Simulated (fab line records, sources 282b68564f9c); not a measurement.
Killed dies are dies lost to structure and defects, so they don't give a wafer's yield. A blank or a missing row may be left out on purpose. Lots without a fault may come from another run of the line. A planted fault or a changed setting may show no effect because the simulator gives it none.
One fault seen from 2 desks | flow rit_cmos | each desk has only its own numbers; what lay behind them comes last

THE TOOL OWNER'S DESK: implanter-01
The tool's own readings at RIT_PLDD_IMPLANT_08: means of the sampled wafers that have a number, for each lot that ran on this tool. A lot is out of limits, marked OUT, if its mean lies more than 4 standard deviations from the usual mean; the brackets give that distance.
Columns: A = beam_energy_keV at RIT_PLDD_IMPLANT_08, usual 19.999
lot  | first seen here | A
L690 | day 3 00:52     | 20.001
L692 | day 3 05:55     | 19.992
L694 | day 3 16:03     | 19.999
L698 | day 4 11:43     | 19.995
L699 | day 4 18:05     | 20.000
L708 | day 6 14:25     | 19.994
L709 | day 6 19:32     | 25.997 (+99 or more) OUT
L710 | day 6 23:30     | 25.996 (+99 or more) OUT
L711 | day 7 03:16     | 26.006 (+99 or more) OUT
This desk's finding: out of limits on L709, L710, L711; first on L709, day 6 19:32 (beam_energy_keV at RIT_PLDD_IMPLANT_08). In limits: L690, L692, L694, L698, L699, L708.

THE METROLOGY DESK
What the gauges read, lot by lot, whatever tool the lot ran on: means of the sampled wafers that have a number. A lot is out of limits, marked OUT, if its mean lies more than 4 standard deviations from the usual mean; the brackets give that distance.
Columns: A = PLDD_TW at RIT_PLDD_TW_MEAS_10, usual 2317; B = PLDD_RS at RIT_SDANNEAL_RS_MEAS_06, usual 178.7 ohm/sq
lot  | first seen here | A               | B
L690 | day 3 01:11     | 2346            | 178.4
L691 | day 3 04:46     | 2315            | 178.3
L692 | day 3 06:14     | 2315            | 179.0
L694 | day 3 16:22     | 2311            | 178.9
L695 | day 3 22:35     | 2309            | 179.2
L696 | day 4 02:01     | 2308            | 179.2
L698 | day 4 12:02     | 2317            | 178.1
L699 | day 4 18:24     | 2348            | 177.8
L701 | day 5 02:05     | 2331            | 179.1
L702 | day 5 07:23     | 2312            | 178.3
L703 | day 5 11:58     | 2316            | 178.2
L708 | day 6 14:43     | 2341            | 179.5
L709 | day 6 19:50     | 2470 (+7.3) OUT | 163.6 (-28) OUT
L710 | day 6 23:49     | 2455 (+6.6) OUT | 163.8 (-28) OUT
L711 | day 7 03:34     | 2475 (+7.5) OUT | 163.2 (-29) OUT
This desk's finding: out of limits on L709, L710, L711; first on L709, day 6 19:50 (PLDD_TW at RIT_PLDD_TW_MEAS_10). In limits: L690, L691, L692, L694, L695, L696, L698, L699, L701, L702, L703, L708.

PUT TOGETHER
The tool owner's desk could have raised an alarm at day 6 19:32, on L709, L710, L711.
The metrology desk could have raised an alarm at day 6 19:50, on L709, L710, L711.
Of the lots named, all ran RIT_PLDD_IMPLANT_08 on implanter-01.

WHAT THE SIMULATOR HAD PUT IN
Process parameter drift: implanter-01, from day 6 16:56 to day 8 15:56, at RIT_PLDD_IMPLANT_08. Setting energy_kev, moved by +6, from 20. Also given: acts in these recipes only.
Lots struck among those shown: L709, L710, L711.
Hours from the fault's start to each desk's first reading out of limits: the tool owner's desk, 3; the metrology desk, 3.
